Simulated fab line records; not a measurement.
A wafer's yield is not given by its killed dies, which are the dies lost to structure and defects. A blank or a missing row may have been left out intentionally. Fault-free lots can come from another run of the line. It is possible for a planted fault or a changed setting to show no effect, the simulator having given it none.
A lot that was struck, set against a sound lot | flow rit_cmos | 35 out of 202 route steps
Sound: wafers L116.1, L116.3, L116.6. The struck wafers were L122.2, L122.4, L122.6. The cause comes at the end.
Order at every step that has rows: each side's tool, ch and its chambers, its first start. Under that, the readings that differ: sound wafers | struck wafers | difference of the means | sigmas: that difference in standard deviations of wafers without a fault.
alike: same words and numbers on both sides, and readings whose means sit less than 2 such deviations apart. not compared: any withheld reading, any reading some wafer has no value for, any bound like >300 that may hide the same value, and any number with overlapping values for which the record gives no deviation.
A row with sigmas, a row that says differs or no value, or rows on one side alone: a step with any of these is where the two part. Numbers that have no deviation but don't overlap get no sigmas and don't part them. A reading missing from all wafers of one side parts the sides only when that side holds two or more wafers.

first, 3 steps without rows for these wafers: RIT_PWELL_EXPOSE_03 (exposes mask M3, target cd 43700 nm); RIT_PWELL_PEB_04; RIT_PWELL_DEVELOP_05 (develop time 68 s).
RIT_PWELL_OVL_MEAS_06:
  struck on overlay-02, day 4 08:16; sound on overlay-01, day 2 23:27
  reading        | sound       | struck         | difference | sigmas
  PWELL_OVL (nm) | 3.9 1.6 0.0 | -0.6 -2.9 -1.0 | -3.3       | -2
then, 2 steps without rows for these wafers: RIT_PWELL_HARDBAKE_07 (time 120 s); RIT_PWELL_IMPLANT_08.
RIT_PWELL_STRIP_09: strips in O2, time 180 s.
  sound on plasma_asher-02 ch 0,1, day 2 23:53; struck on plasma_asher-02 ch 1, day 4 08:41
  alike: chamber_pressure_mTorr, drypump_motor_current_A
  not compared: rf_hours_counter_h
RIT_PWELL_TW_MEAS_10:
  struck on film_metro-02, day 4 08:53; sound on film_metro-03, day 3 00:04
  alike: PWELL_TW
then, 1 step without rows for these wafers: RIT_WELLDRIVE_ANNEAL_00 (time 14700 s).
RIT_WELLDRIVE_RS_MEAS_01: the measuring method here is four-point-probe.
  struck on film_metro-03, day 4 16:24; sound on film_metro-02, day 3 05:12
  alike: NWELL_RS
RIT_WELLDRIVE_RS_MEAS_02: the measuring method here is four-point-probe.
  struck on film_metro-03, day 4 16:31; sound on film_metro-02, day 3 05:19
  alike: PWELL_RS
then, 1 step without rows for these wafers: RIT_NRETRO_HMDS_00 (prime time 60 s).
RIT_NRETRO_COAT_01: resist thk 1300 nm.
  sound on litho_track-02 ch 0, day 3 05:35; struck on litho_track-02, day 4 16:47
  no value came back on the struck wafers for chill_plate_temp_C (C), dispense_pressure_kPa (kPa); on the sound wafers chill_plate_temp_C (C) reads 23.09 22.85 23.03
then, 4 steps without rows for these wafers: RIT_NRETRO_SOFTBAKE_02 (time 60 s); RIT_NRETRO_EXPOSE_03 (exposes mask M4, target cd 43900 nm); RIT_NRETRO_PEB_04; RIT_NRETRO_DEVELOP_05 (develop time 68 s).
RIT_NRETRO_OVL_MEAS_06:
  struck on overlay-02, day 4 17:38; sound on overlay-02, day 3 06:31
  reading         | sound       | struck | difference                    | sigmas
  NRETRO_OVL (nm) | 1.1 0.8 2.6 | - - -  | no value on the struck wafers |
then, 2 steps without rows for these wafers: RIT_NRETRO_HARDBAKE_07 (time 120 s); RIT_NRETRO_IMPLANT_08.
RIT_NRETRO_STRIP_09: strips in O2, time 180 s.
  sound on plasma_asher-01 ch 0, day 3 07:01; struck on plasma_asher-02 ch 0,1, day 4 18:04
  alike: chamber_pressure_mTorr, drypump_motor_current_A
  not compared: rf_hours_counter_h
RIT_NRETRO_TW_MEAS_10:
  struck on film_metro-03, day 4 18:14; sound on film_metro-03, day 3 07:11
  alike: NRETRO_TW
then, 6 steps without rows for these wafers: RIT_PRETRO_HMDS_00 (prime time 60 s); RIT_PRETRO_COAT_01 (resist thk 1300 nm); RIT_PRETRO_SOFTBAKE_02 (time 60 s); RIT_PRETRO_EXPOSE_03 (exposes mask M5, target cd 43700 nm); RIT_PRETRO_PEB_04; RIT_PRETRO_DEVELOP_05 (develop time 68 s).
RIT_PRETRO_OVL_MEAS_06:
  struck on overlay-01, day 4 19:17; sound on overlay-02, day 3 08:15
  alike: PRETRO_OVL
then, 2 steps without rows for these wafers: RIT_PRETRO_HARDBAKE_07 (time 120 s); RIT_PRETRO_IMPLANT_08.
RIT_PRETRO_STRIP_09: strips in O2, time 180 s.
  sound on plasma_asher-01 ch 0,1, day 3 08:41; struck on plasma_asher-03 ch 0,1, day 4 19:43
  alike: chamber_pressure_mTorr, drypump_motor_current_A
  not compared: rf_hours_counter_h
RIT_PRETRO_TW_MEAS_10:
  struck on film_metro-04, day 4 19:54; sound on film_metro-02, day 3 08:52
  reading   | sound       | struck         | difference | sigmas
  PRETRO_TW | 479 478 481 | 1097 1094 1097 | +617       | +99 or more
then, 1 step without rows for these wafers: RIT_GATE_WET_ETCH_00 (etches SiO2 in BOE, target depth 56 nm, time 60 s).
RIT_M1_PROBE_99:
  record: rows for the struck wafers here (prober-01, day 5 22:14), none for the sound ones

== WHERE THEY PART ==
First at RIT_PWELL_OVL_MEAS_06; last, within this record, at RIT_M1_PROBE_99.

WHY: whatever the simulator had introduced
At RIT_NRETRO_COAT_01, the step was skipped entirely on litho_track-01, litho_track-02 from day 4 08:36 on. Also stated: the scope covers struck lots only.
